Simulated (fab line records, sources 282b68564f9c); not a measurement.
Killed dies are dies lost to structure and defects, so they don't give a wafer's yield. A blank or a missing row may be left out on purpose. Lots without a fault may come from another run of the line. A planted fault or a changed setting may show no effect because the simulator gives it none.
A struck lot beside a sound one | flow rit_cmos | 18 steps out of a route of 202
Sound: wafers L148.1, L148.2, L148.6. Struck: wafers L160.1, L160.5, L160.6. The cause comes at the end.
At each step with rows: each side's tool, then ch and its chambers, then its first start. Under that, the readings that differ: sound wafers | struck wafers | difference of the means | sigmas: that difference in standard deviations of wafers without a fault.
alike: readings whose means differ by less than 2 such deviations, and words and numbers that are the same on both sides. not compared: withheld readings, readings that some wafer has no value for, bounds like >300 that may hide the same value, and numbers for which the record gives no deviation and whose values overlap.
The two part at a step that has a row with sigmas, a row that says differs or no value, or rows on one side only. Numbers that don't overlap but have no deviation are shown without sigmas and don't part them. A reading that every wafer of one side lacks parts them only if that side has two wafers or more.

first, 4 steps without rows for these wafers: RIT_NWELL_SOFTBAKE_02 (time 60 s); RIT_NWELL_EXPOSE_03 (exposes mask M2, target cd 43900 nm); RIT_NWELL_PEB_04; RIT_NWELL_DEVELOP_05 (develop time 68 s).
RIT_NWELL_OVL_MEAS_06:
  sound on overlay-01, day 2 08:17; struck on overlay-02, day 4 19:40
  alike: NWELL_OVL
then, 2 steps without rows for these wafers: RIT_NWELL_HARDBAKE_07 (time 120 s); RIT_NWELL_IMPLANT_08.
RIT_NWELL_STRIP_09: strips in O2, time 180 s.
  sound on plasma_asher-02 ch 0,1, day 2 08:44; struck on plasma_asher-03 ch 0,1, day 4 20:06
  alike: drypump_motor_current_A
  not compared: rf_hours_counter_h
RIT_NWELL_TW_MEAS_10:
  sound on film_metro-01, day 2 08:54; struck on film_metro-03, day 4 20:17
  alike: NWELL_TW
then, 3 steps without rows for these wafers: RIT_PWELL_HMDS_00 (prime time 60 s); RIT_PWELL_COAT_01 (resist thk 1300 nm); RIT_PWELL_SOFTBAKE_02 (time 60 s).
RIT_PWELL_EXPOSE_03: exposes mask M3, target cd 43700 nm.
  sound on iline_stepper-02 ch 0, day 2 09:25; struck on iline_stepper-02 ch 0, day 4 20:47
  reading                       | sound                | struck            | difference | sigmas
  model.PWELL.overlay_x_nm (nm) | -0.155 -0.155 -0.155 | 359.6 359.6 359.6 | +359.8     |
  alike: mask, focus_offset_nm
then, 2 steps without rows for these wafers: RIT_PWELL_PEB_04; RIT_PWELL_DEVELOP_05 (develop time 68 s).
RIT_PWELL_OVL_MEAS_06:
  sound on overlay-02, day 2 09:50; struck on overlay-02, day 4 21:13
  reading        | sound          | struck            | difference | sigmas
  PWELL_OVL (nm) | -0.8 -0.4 -1.3 | 357.3 357.3 357.9 | +358.3     | +99 or more
then, 1 step without rows for these wafers: RIT_PWELL_HARDBAKE_07 (time 120 s).
RIT_M1_PROBE_99:
  sound on prober-01, day 3 23:11; struck on prober-01, day 6 09:13
  reading                                 | sound             | struck            | difference | sigmas
  model.etest.well_edge_left.line_ohm_um  | 180.7 181.1 181.6 | 216.5 221.2 219.9 | +38.1      |
  model.etest.well_edge_right.line_ohm_um | 182.9 183.4 182.7 | 162.4 167.4 162.7 | -18.8      |
  model.etest.iso_nwell_nwell.bv_v (V)    | 21.5 22.19 22.2   | 19.94 20.22 20.07 | -1.89      |
  alike: killed_at_contacts, killed_at_front_end, killed_dies, killed_on_rim, killed_open, killed_short
  not compared: model.etest.iso_nplus_nwell.lateral_log10_a_um

WHERE THEY PART
Only at RIT_PWELL_OVL_MEAS_06, within this record. Later steps at which nothing parts them and some readings are alike: RIT_M1_PROBE_99.

WHY: what the simulator had put in
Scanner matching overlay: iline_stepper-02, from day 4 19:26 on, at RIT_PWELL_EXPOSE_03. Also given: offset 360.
